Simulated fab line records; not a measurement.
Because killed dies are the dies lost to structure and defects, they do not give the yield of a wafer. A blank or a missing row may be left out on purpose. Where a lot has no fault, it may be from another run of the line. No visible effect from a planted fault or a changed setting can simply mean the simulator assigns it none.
The tool behind it: which one? | flow berkeley cmos170 | 24 wafers from 8 lots sampled at 3 of the route's 331 steps

== WHAT THE GAUGES SHOWED, per wafer ==
UCB170_CONTACT_OVL_MEAS_16.
lot  | measured     | on         | CONTACT_OVL (nm)
L777 | day 7 09:41  | overlay-01 | 9 1 3
L780 | day 7 18:00  | overlay-01 | -3 0 -3
L782 | day 7 19:41  | overlay-02 | 14 -1 -2
L788 | day 9 14:07  | overlay-02 | 10 5 2
L790 | day 10 06:02 | overlay-01 | 8 8 5
L793 | day 10 19:04 | overlay-01 | 8 -2 2
L796 | day 11 03:14 | overlay-02 | -127 -122 -124
L798 | day 12 03:58 | overlay-01 | -1 11 11

== WHAT TOOL EACH LOT RAN ON (gives the tool, then ch and the chambers of the sampled wafers, and finally the start) ==
lot  | UCB170_BACKSIDE_STRIP_03             | UCB170_CONTACT_EXPOSE_12
L777 | plasma asher-04 ch 0,1, day 7 03:47  | krf scanner-02 ch 0, day 7 09:09
L780 | plasma asher-01 ch 0,1, day 7 12:52  | krf scanner-01 ch 0, day 7 17:25
L782 | plasma asher-03 ch 0,1, day 7 13:26  | krf scanner-01 ch 0, day 7 19:10
L788 | plasma asher-03 ch 0,1, day 9 08:37  | krf scanner-02 ch 0, day 9 13:37
L790 | plasma asher-04 ch 0,1, day 9 21:53  | krf scanner-02 ch 0, day 10 05:09
L793 | plasma asher-03 ch 0,1, day 10 11:02 | krf scanner-02 ch 0, day 10 18:09
L796 | plasma asher-04 ch 0,1, day 10 22:01 | krf scanner-01 ch 0, day 11 02:44
L798 | plasma asher-04 ch 0,1, day 11 21:57 | krf scanner-02 ch 0, day 12 03:25
- UCB170_BACKSIDE_STRIP_03: strips in O2.
- UCB170_CONTACT_EXPOSE_12: exposes mask CONT, target cd 700 nm.

== THE ANSWER, worked out from the rows above alone ==
Rule: what is usual is taken from the lots themselves. Put in order of their means at a reading, lots are off if they are a third of the lots or fewer, leave a main group of 4 or more, and stand apart from it by a gap of 3 or more times the standard deviation of the main group's means; of several such gaps the widest counts. A main group whose means are all the same, to the digits that the tables above print for the reading, isn't used. A lot without any number at a reading at which 4 lots or more have one is off too. Any other lot the step has rows for is counted as sound.
Off: at UCB170_CONTACT_OVL_MEAS_16 (CONTACT_OVL), L796. Main group: mean 4 nm, sd 2.9.
If a tool, at a process step before that reading, ran all the lots that are off and no sound lot after the first of them, it fits. Gauges at UCB170_CONTACT_OVL_MEAS_16: tried the same way as those tools. Can't be told from this: 2 tools fit, krf scanner-01 at UCB170_CONTACT_EXPOSE_12, overlay-02 at UCB170_CONTACT_OVL_MEAS_16.

== WHAT THE SIMULATOR HAD INSERTED ==
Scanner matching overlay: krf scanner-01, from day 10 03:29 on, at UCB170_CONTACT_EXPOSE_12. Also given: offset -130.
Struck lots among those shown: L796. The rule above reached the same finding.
